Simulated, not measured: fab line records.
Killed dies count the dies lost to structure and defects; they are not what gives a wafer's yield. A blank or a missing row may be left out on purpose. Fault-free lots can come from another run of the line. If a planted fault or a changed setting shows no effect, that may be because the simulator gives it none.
The tool behind it: which one? :: flow rit-cmos :: 15 lots (45 wafers sampled), 1 step of a 202-step route

## WHAT THE GAUGES READ, wafer by wafer
The record holds no reading of a measuring or inspecting step that can be judged against a usual standard deviation.

## WHICH TOOL RAN EACH LOT (tool, then ch and the chambers of the sampled wafers, then the start)
lot: L123
RIT_NSD_DEVELOP_05: litho-track-03 ch 0, day 3 00:00

lot: L124
RIT_NSD_DEVELOP_05: litho-track-03 ch 0, day 3 06:00

lot: L125
RIT_NSD_DEVELOP_05: litho-track-02 ch 0, day 3 12:00

lot: L129
RIT_NSD_DEVELOP_05: litho-track-04 ch 0, day 4 06:00

lot: L130
RIT_NSD_DEVELOP_05: litho-track-04 ch 0, day 4 13:00

lot: L133
RIT_NSD_DEVELOP_05: litho-track-03, day 5 01:00

lot: L134
RIT_NSD_DEVELOP_05: litho-track-03, day 5 07:00

lot: L135
RIT_NSD_DEVELOP_05: litho-track-04, day 5 12:00

lot: L137
RIT_NSD_DEVELOP_05: litho-track-04 ch 0, day 5 23:00

lot: L138
RIT_NSD_DEVELOP_05: litho-track-03 ch 0, day 6 06:00

lot: L139
RIT_NSD_DEVELOP_05: litho-track-02 ch 0, day 6 09:00

lot: L142
RIT_NSD_DEVELOP_05: litho-track-03 ch 0, day 6 22:00

lot: L143
RIT_NSD_DEVELOP_05: litho-track-04 ch 0, day 7 04:00

lot: L144
RIT_NSD_DEVELOP_05: litho-track-03 ch 0, day 7 10:00

lot: L146
RIT_NSD_DEVELOP_05: litho-track-04 ch 0, day 7 21:00
- RIT_NSD_DEVELOP_05: develop time 50 s.

## WHAT THE TOOLS THEMSELVES READ (means of the sampled wafers that have a number; where no wafer has one, the mark that the record gives instead)
RIT_NSD_DEVELOP_05. Usual: chill-plate-temp-C 22.98 C, standard deviation 0.1.
lot: L123
tool: litho-track-03
chill-plate-temp-C (C): 23.00
flag: 

lot: L124
tool: litho-track-03
chill-plate-temp-C (C): 22.98
flag: 

lot: L125
tool: litho-track-02
chill-plate-temp-C (C): 23.06
flag: 

lot: L129
tool: litho-track-04
chill-plate-temp-C (C): 22.90
flag: 

lot: L130
tool: litho-track-04
chill-plate-temp-C (C): 23.01
flag: 

lot: L133
tool: litho-track-03
chill-plate-temp-C (C): -
flag: OFF

lot: L134
tool: litho-track-03
chill-plate-temp-C (C): -
flag: OFF

lot: L135
tool: litho-track-04
chill-plate-temp-C (C): -
flag: OFF

lot: L137
tool: litho-track-04
chill-plate-temp-C (C): 23.01
flag: 

lot: L138
tool: litho-track-03
chill-plate-temp-C (C): 22.97
flag: 

lot: L139
tool: litho-track-02
chill-plate-temp-C (C): 23.05
flag: 

lot: L142
tool: litho-track-03
chill-plate-temp-C (C): 23.04
flag: 

lot: L143
tool: litho-track-04
chill-plate-temp-C (C): 22.86
flag: 

lot: L144
tool: litho-track-03
chill-plate-temp-C (C): 22.88
flag: 

lot: L146
tool: litho-track-04
chill-plate-temp-C (C): 23.06
flag: 

## THE ANSWER, worked out from the rows above alone
Rule: take the mean of a lot's wafers that have a number; if it is more than 3 standard deviations from the usual mean, the lot is off. Also off: a lot with no number at a reading for which 4 or more lots have one. Any other lot the step has rows for is counted as sound. First the gauges in route order, then the tools' own readings, where a lot's mean is used as printed above. At the first step where some lot is off, the reading lying furthest off is the one used; lots without a number count as furthest.
Off, at RIT_NSD_DEVELOP_05 on chill-plate-temp-C: L133, L134, L135. Without a number there: L133, L134, L135.
If a tool, at that step or one of the process steps before it, ran each lot that is off and ran no sound lot following the first of them, it fits. No candidate that was tried fits.

## WHAT HAD BEEN PUT IN BY THE SIMULATOR
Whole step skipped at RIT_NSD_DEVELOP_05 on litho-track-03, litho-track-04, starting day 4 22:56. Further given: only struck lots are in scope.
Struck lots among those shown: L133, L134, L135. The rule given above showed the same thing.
